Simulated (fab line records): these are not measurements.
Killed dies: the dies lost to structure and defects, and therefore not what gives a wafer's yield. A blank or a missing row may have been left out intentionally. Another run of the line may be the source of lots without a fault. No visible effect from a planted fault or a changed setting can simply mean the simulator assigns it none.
fab line records ; flow berkeley_cmos170
record lots=15; wafers=45; last_day=12
route steps=331 shown WELLDRIVE@57 GATE@140 PLDD@148 M1@238
lots that met no fault: taken from a fault-free run of the same line
start_h: the number of hours between the record's first day and the start of the first shown wafer of the lot ; wait_h: hours elapsed since this lot's preceding step ; " as in the row above ; L1.1+2: a single row standing in for several wafers ; - no value, or no start was given ; * or withheld: withheld ; < > ~ a bound
route shown NAME@n: names a module that has steps shown in the file, with the first one's number in the route ; usual: mean/standard deviation taken from wafers without a fault ; same: alike in all rows ; chamber/n: place in a boat ; sites: per-site readings ; _std_site: standard deviation of those values ; _edge_site: the outer-site mean with the inner-site mean subtracted ; radius_mm: how far each site lies from the wafer's centre ; mask NAME#n: copy n ; behind: the most recent tool/chamber to have shaped the wafer ; hold: the reason the lot was held/the length of the hold in hours/how it ended ; device: the n, p or np transistor that did not switch ; end of line: tests run on the same wafers once the route is complete ; step lacking rows: just its recipe ; killed: at the first sort, the dies lost to defects and structure; wafer yield is something else ; map: the dies of a wafer, with x for killed, . for not killed, _ for no die there
set.NAME: the setting that was run; set.NAME@STEP: the one run at that earlier step ; model.NAME: the simulator's own value behind a step, which no gauge read
the route's steps for a sample of lots (tables are steps, rows are wafers)
services: a tool's chamber out of use, with start hour (start_h, from the record's first day; less than 0 if before it), hours out, and reason
## steps
# step UCB170_WELLDRIVE_THK_MEAS_02
# recipe reads=SiO2_of_WELLDRIVE_OXIDATION_01
# usual WELLDRIVE_OXIDE_THK=200/3.7
lot.wafer;tool;chamber;start_h;wait_h;WELLDRIVE_OXIDE_THK[nm]
L536.1;film_metro-03;-;79.21;0.0;206
L536.4;film_metro-03;-;79.21;0.0;204
L536.6;film_metro-03;-;79.21;0.0;205
L537.2;film_metro-02;-;79.22;0.0;196
L537.3;film_metro-02;-;79.22;0.0;197
L537.6;film_metro-02;-;79.22;0.0;195
L540.1;film_metro-04;-;93.44;0.0;201
L540.3;film_metro-04;-;93.44;0.0;198
L540.4;film_metro-04;-;93.44;0.0;197
L538.2;film_metro-02;-;93.45;0.0;195
L538.3;film_metro-02;-;93.45;0.0;196
L538.5;film_metro-02;-;93.45;0.0;197
L541.1;film_metro-02;-;103.33;0.0;200
L541.2;film_metro-02;-;103.33;0.0;199
L541.4;film_metro-02;-;103.33;0.0;202
L542.3;film_metro-04;-;103.35;0.0;205
L542.5;film_metro-04;-;103.35;0.0;201
L542.6;film_metro-04;-;103.35;0.0;199
L543.1;film_metro-04;-;113.85;0.0;199
L543.2;film_metro-04;-;113.85;0.0;198
L543.6;film_metro-04;-;113.85;0.0;198
L544.2;film_metro-02;-;113.86;0.0;205
L544.3;film_metro-02;-;113.86;0.0;200
L544.4;film_metro-02;-;113.86;0.0;202
L545.1;film_metro-03;-;120.05;0.0;208
L545.4;film_metro-03;-;120.05;0.0;202
L545.6;film_metro-03;-;120.05;0.0;206
L548.2;film_metro-03;-;130.84;0.0;201
L548.3;film_metro-03;-;130.84;0.0;203
L548.4;film_metro-03;-;130.84;0.0;200
L551.2;film_metro-03;-;144.45;0.0;201
L551.4;film_metro-03;-;144.45;0.0;201
L551.5;film_metro-03;-;144.45;0.0;201
L553.1;film_metro-02;-;156.98;0.0;203
L553.4;film_metro-02;-;156.98;0.0;203
L553.6;film_metro-02;-;156.98;0.0;204
L552.3;film_metro-03;-;157.00;0.0;203
L552.4;film_metro-03;-;157.00;0.0;202
L552.5;film_metro-03;-;157.00;0.0;200
L555.2;film_metro-03;-;167.82;0.0;196
L555.3;film_metro-03;-;167.82;0.0;197
L555.6;film_metro-03;-;167.82;0.0;195
L557.2;film_metro-03;-;176.33;0.0;196
L557.4;film_metro-03;-;176.33;0.0;199
L557.6;film_metro-03;-;176.33;0.0;200
# step UCB170_GATE_ETCH_14
# recipe chemistry=N2/H2; target_depth_a=withheld; overetch_a=withheld; target=BARC; time_s=withheld; source_w=500; bias_w=100; pressure_mtorr=30; n2_flow_sccm=100; h2_flow_sccm=200
# usual bias_w=100.0/0.31; drypump_motor_current_A=5.91/0.22; h2_flow_sccm=200.1/0.52; oes_product_au=1.000/0.017; throttle_valve_pct=13.32/0.2
lot.wafer;tool;chamber;start_h;wait_h;bias_w;drypump_motor_current_A;h2_flow_sccm;oes_product_au;throttle_valve_pct
L536.1;rie_diel-02;3;158.58;0.0;99.9;6.01;199.4;1.010;13.08
L536.4;rie_diel-02;1;158.58;0.0;99.8;5.81;200.8;1.014;13.20
L536.6;rie_diel-02;3;158.58;0.0;100.7;6.01;200.1;1.001;13.10
L537.2;rie_diel-01;1;158.85;0.0;100.4;6.33;199.1;0.997;13.31
L537.3;rie_diel-01;0;158.85;0.0;99.9;5.56;199.3;0.986;13.71
L537.6;rie_diel-01;3;158.85;0.0;100.2;5.93;199.8;1.041;13.34
L538.2;rie_diel-04;1;173.64;0.0;100.2;6.00;199.7;0.980;13.35
L538.3;rie_diel-04;2;173.64;0.0;100.5;6.01;200.9;1.023;13.49
L538.5;rie_diel-04;0;173.64;0.0;99.5;6.15;200.3;0.985;13.25
L540.1;rie_diel-01;0;173.92;0.0;100.3;5.53;201.0;0.991;13.72
L540.3;rie_diel-01;1;173.92;0.0;100.3;6.37;199.5;1.001;13.32
L540.4;rie_diel-01;2;173.92;0.0;100.5;6.02;200.5;0.987;13.23
L541.1;rie_diel-02;1;181.59;0.0;100.1;5.81;200.2;1.011;13.16
L541.2;rie_diel-02;2;181.59;0.0;99.6;5.99;199.8;1.010;13.55
L541.4;rie_diel-02;0;181.59;0.0;100.1;5.78;200.3;0.994;13.02
L542.3;rie_diel-01;0;181.84;0.0;99.5;5.52;199.7;0.978;13.71
L542.5;rie_diel-01;1;181.84;0.0;100.4;6.38;199.1;0.995;13.30
L542.6;rie_diel-01;0;181.84;0.0;99.5;5.52;199.8;0.978;13.73
L544.2;rie_diel-04;3;186.98;0.0;100.0;5.40;200.2;0.988;13.40
L544.3;rie_diel-04;1;186.98;0.0;99.5;6.00;200.5;0.975;13.36
L544.4;rie_diel-04;0;186.98;0.0;99.5;6.16;200.1;0.980;13.25
L545.1;rie_diel-01;2;187.10;0.0;100.2;6.04;201.1;0.982;13.26
L545.4;rie_diel-01;0;187.10;0.0;99.7;5.54;199.1;0.994;13.71
L545.6;rie_diel-01;2;187.10;0.0;100.1;6.02;200.8;0.994;13.24
L543.1;rie_diel-02;0;187.25;0.0;99.6;5.76;200.0;0.999;13.02
L543.2;rie_diel-02;3;187.25;0.0;99.8;5.98;200.3;1.004;13.08
L543.6;rie_diel-02;3;187.25;0.0;100.2;6.00;200.8;1.001;13.11
L548.2;rie_diel-01;0;211.30;0.0;100.3;5.54;200.2;0.983;13.70
L548.3;rie_diel-01;2;211.30;0.0;99.8;6.05;200.1;0.990;13.25
L548.4;rie_diel-01;1;211.30;0.0;100.2;6.36;199.8;0.994;13.31
L551.2;rie_diel-02;2;229.29;0.0;100.7;5.98;200.6;0.998;13.57
L551.4;rie_diel-02;3;229.29;0.0;99.8;5.98;199.7;0.997;13.10
L551.5;rie_diel-02;1;229.29;0.0;100.2;5.83;199.8;1.005;13.20
L553.1;rie_diel-02;2;240.33;0.0;99.7;6.00;200.5;0.997;13.56
L553.4;rie_diel-02;3;240.33;0.0;100.5;5.95;200.4;0.987;13.10
L553.6;rie_diel-02;2;240.33;0.0;99.4;5.97;200.2;0.997;13.57
L552.3;rie_diel-01;3;240.57;0.0;99.9;5.90;200.1;1.030;13.34
L552.4;rie_diel-01;0;240.57;0.0;99.9;5.53;200.0;0.979;13.71
L552.5;rie_diel-01;0;240.57;0.0;100.0;5.53;199.8;0.984;13.71
L555.2;rie_diel-02;3;254.61;0.0;100.2;5.99;200.3;0.995;13.09
L555.3;rie_diel-02;1;254.61;0.0;99.7;5.85;200.4;0.995;13.19
L555.6;rie_diel-02;0;254.61;0.0;100.0;5.73;200.4;1.003;13.03
L557.2;rie_diel-04;2;254.97;0.0;100.6;6.03;199.5;1.004;13.47
L557.4;rie_diel-04;1;254.97;0.0;100.0;5.99;199.7;0.984;13.37
L557.6;rie_diel-04;1;254.97;0.0;100.1;6.03;200.0;0.985;13.36
# step UCB170_PLDD_EXPOSE_03
# recipe mask_id=PSELECT; na=0.5; sigma_outer=0.6; source_shape=conventional; target_cd_nm=1200; dose_mj=30
lot.wafer;tool;chamber;start_h;wait_h;mask
L536.1+4+6;krf_scanner-02;0;159.79;0.1;PSELECT#0
L537.2+3+6;krf_scanner-02;0;160.14;0.1;PSELECT#0
L538.2+3+5;krf_scanner-02;0;174.98;0.4;PSELECT#0
L540.1+3+4;krf_scanner-01;0;175.28;0.6;PSELECT#0
L541.1+2+4;krf_scanner-02;0;182.74;0.2;PSELECT#0
L542.3+5+6;krf_scanner-01;0;183.15;0.2;PSELECT#0
L544.2+3+4;krf_scanner-01;0;188.85;0.1;PSELECT#0
L545.1+4+6;krf_scanner-02;0;189.19;0.2;PSELECT#0
L543.1+2+6;krf_scanner-01;0;189.43;0.5;PSELECT#0
L548.2+3+4;krf_scanner-01;0;213.45;0.7;PSELECT#0
L551.2+4+5;krf_scanner-02;0;230.37;0.2;PSELECT#0
L553.1+4+6;krf_scanner-01;0;241.39;0.2;PSELECT#0
L552.3+4+5;krf_scanner-01;0;241.54;0.1;PSELECT#0
L555.2+3+6;krf_scanner-02;0;257.63;0.2;PSELECT#0
L557.2+4+6;krf_scanner-01;0;258.09;0.7;PSELECT#0
# step UCB170_PLDD_OVL_MEAS_07
# usual PLDD_OVL=-1/5.3
lot.wafer;tool;chamber;start_h;wait_h;hold;PLDD_OVL[nm]
L536.1;overlay-01;-;160.64;0.1;-;-3
L536.4;overlay-01;-;160.64;0.1;-;-10
L536.6;overlay-01;-;160.64;0.1;-;-1
L537.2;overlay-02;-;160.80;0.1;-;3
L537.3;overlay-02;-;160.80;0.1;-;4
L537.6;overlay-02;-;160.80;0.1;-;6
L538.2;overlay-02;-;175.54;0.1;-;-5
L538.3;overlay-02;-;175.54;0.1;-;-7
L538.5;overlay-02;-;175.54;0.1;-;-5
L540.1;overlay-02;-;175.81;0.1;-;4
L540.3;overlay-02;-;175.81;0.1;-;-2
L540.4;overlay-02;-;175.81;0.1;-;3
L541.1;overlay-01;-;183.25;0.1;-;2
L541.2;overlay-01;-;183.25;0.1;-;2
L541.4;overlay-01;-;183.25;0.1;-;-6
L542.3;overlay-02;-;183.64;0.1;-;5
L542.5;overlay-02;-;183.64;0.1;-;2
L542.6;overlay-02;-;183.64;0.1;-;2
L544.2;overlay-01;-;189.74;0.1;-;8
L544.3;overlay-01;-;189.74;0.1;-;11
L544.4;overlay-01;-;189.74;0.1;-;4
L545.1;overlay-02;-;189.77;0.1;-;-5
L545.4;overlay-02;-;189.77;0.1;-;-8
L545.6;overlay-02;-;189.77;0.1;-;-10
L543.1;overlay-01;-;190.05;0.1;-;-1
L543.2;overlay-01;-;190.05;0.1;-;2
L543.6;overlay-01;-;190.05;0.1;-;0
L548.2;overlay-01;-;213.95;0.1;-;3
L548.3;overlay-01;-;213.95;0.1;-;-6
L548.4;overlay-01;-;213.95;0.1;-;0
L551.2;overlay-01;-;230.88;0.1;-;9
L551.4;overlay-01;-;230.88;0.1;-;3
L551.5;overlay-01;-;230.88;0.1;-;5
L553.1;overlay-02;-;242.32;0.1;await_dispo/0.2h/release;311
L553.4;overlay-02;-;242.32;0.1;await_dispo/0.2h/release;312
L553.6;overlay-02;-;242.32;0.1;await_dispo/0.2h/release;302
L553.1;overlay-02;-;242.52;0.2;-;312
L553.4;overlay-02;-;242.52;0.2;-;314
L553.6;overlay-02;-;242.52;0.2;-;303
L552.3;overlay-01;-;242.36;0.1;await_dispo/0.2h/release;314
L552.4;overlay-01;-;242.36;0.1;await_dispo/0.2h/release;313
L552.5;overlay-01;-;242.36;0.1;await_dispo/0.2h/release;312
L552.3;overlay-01;-;242.56;0.2;-;315
L552.4;overlay-01;-;242.56;0.2;-;314
L552.5;overlay-01;-;242.56;0.2;-;313
L555.2;overlay-02;-;258.34;0.1;-;-7
L555.3;overlay-02;-;258.34;0.1;-;-6
L555.6;overlay-02;-;258.34;0.1;-;-14
L557.2;overlay-01;-;258.86;0.1;await_dispo/0.2h/release;321
L557.4;overlay-01;-;258.86;0.1;await_dispo/0.2h/release;309
L557.6;overlay-01;-;258.86;0.1;await_dispo/0.2h/release;317
L557.2;overlay-01;-;259.06;0.2;-;322
L557.4;overlay-01;-;259.06;0.2;-;310
L557.6;overlay-01;-;259.06;0.2;-;317
# step UCB170_M1_SPUTTER_00
# recipe material=Al; target_thk_nm=600; time_s=80; power_w=6000; chamber_pressure_pa=0.5
# usual throttle_valve_pct=29.8/0.81
lot.wafer;tool;chamber;start_h;wait_h;throttle_valve_pct
L536.1;pvd_sputter-01;-;179.66;0.0;29.4
L536.4;pvd_sputter-01;-;179.66;0.0;29.1
L536.6;pvd_sputter-01;-;179.66;0.0;28.7
L537.2;pvd_sputter-04;-;180.87;0.0;29.1
L537.3;pvd_sputter-04;-;180.87;0.0;30.0
L537.6;pvd_sputter-04;-;180.87;0.0;29.7
L540.1;pvd_sputter-02;-;196.55;0.0;28.5
L540.3;pvd_sputter-02;-;196.55;0.0;29.8
L540.4;pvd_sputter-02;-;196.55;0.0;29.5
L538.2;pvd_sputter-04;-;196.78;0.0;29.4
L538.3;pvd_sputter-04;-;196.78;0.0;29.9
L538.5;pvd_sputter-04;-;196.78;0.0;28.4
L541.1;pvd_sputter-04;-;207.41;0.0;28.9
L541.2;pvd_sputter-04;-;207.41;0.0;31.0
L541.4;pvd_sputter-04;-;207.41;0.0;29.0
L542.3;pvd_sputter-01;-;207.70;0.0;30.9
L542.5;pvd_sputter-01;-;207.70;0.0;30.9
L542.6;pvd_sputter-01;-;207.70;0.0;29.4
L544.2;pvd_sputter-04;-;207.86;0.0;29.8
L544.3;pvd_sputter-04;-;207.86;0.0;29.3
L544.4;pvd_sputter-04;-;207.86;0.0;31.1
L545.1;pvd_sputter-01;-;207.97;0.0;29.9
L545.4;pvd_sputter-01;-;207.97;0.0;29.8
L545.6;pvd_sputter-01;-;207.97;0.0;29.1
L543.1;pvd_sputter-04;-;210.29;0.0;29.8
L543.2;pvd_sputter-04;-;210.29;0.0;31.2
L543.6;pvd_sputter-04;-;210.29;0.0;30.0
L548.2;pvd_sputter-01;-;237.85;0.0;30.9
L548.3;pvd_sputter-01;-;237.85;0.0;29.8
L548.4;pvd_sputter-01;-;237.85;0.0;29.0
L551.2;pvd_sputter-01;-;251.50;0.0;29.7
L551.4;pvd_sputter-01;-;251.50;0.0;29.9
L551.5;pvd_sputter-01;-;251.50;0.0;29.0
L555.2;pvd_sputter-04;-;278.75;0.0;31.3
L555.3;pvd_sputter-04;-;278.75;0.0;29.4
L555.6;pvd_sputter-04;-;278.75;0.0;29.9
## services
tool;chamber;start_h;hours;kind
krf_scanner-02;-;140.26;0.8;pm
pvd_sputter-02;-;143.92;8.8;repair
krf_scanner-01;-;159.46;1.3;pm
krf_scanner-01;-;171.11;1.0;pm
pvd_sputter-02;-;173.76;0.5;repair
rie_diel-02;2;183.51;9.3;repair
pvd_sputter-01;-;190.61;2.1;repair
rie_diel-04;0;193.07;7.6;repair
pvd_sputter-02;-;204.32;3.7;repair
krf_scanner-01;0;221.52;-;calibration
rie_diel-04;0;230.17;3.8;repair
krf_scanner-02;0;230.83;-;calibration
krf_scanner-01;-;236.77;0.8;pm
krf_scanner-02;-;238.00;0.7;repair
pvd_sputter-02;-;238.31;1.2;repair
krf_scanner-02;-;250.93;0.7;repair
rie_diel-02;2;252.18;8.3;repair
rie_diel-01;-;252.97;2.8;pm
rie_diel-04;0;257.50;1.8;repair
rie_diel-02;1;259.89;4.0;repair
rie_diel-04;2;269.27;-;clean
rie_diel-04;2;269.27;19.5;scheduled_down
rie_diel-04;2;269.27;19.5;vent_cycle
krf_scanner-02;-;276.44;3.6;pm
## key
first_sign step=UCB170_PLDD_OVL_MEAS_07; reading=visit; direction=added
effect step=UCB170_PLDD_OVL_MEAS_07; reading=PLDD_OVL; direction=up; sigmas=59; usual=-1; struck=312
met_at UCB170_PLDD_EXPOSE_03
struck_lots L552,L553,L557
scrapped_behind UCB170_PLDD_OVL_MEAS_07 L552.3,L552.4,L552.5,L553.1,L553.4,L553.6,L557.2,L557.4,L557.6
not_acting_at UCB170_WELLDRIVE_THK_MEAS_02,UCB170_GATE_ETCH_14,UCB170_M1_SPUTTER_00
onset_between 213.45 241.39
fault kind=scanner_matching_overlay; tool=krf_scanner-01; chamber=-; onset_h=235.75; steps=UCB170_PLDD_EXPOSE_03; offset=310.87
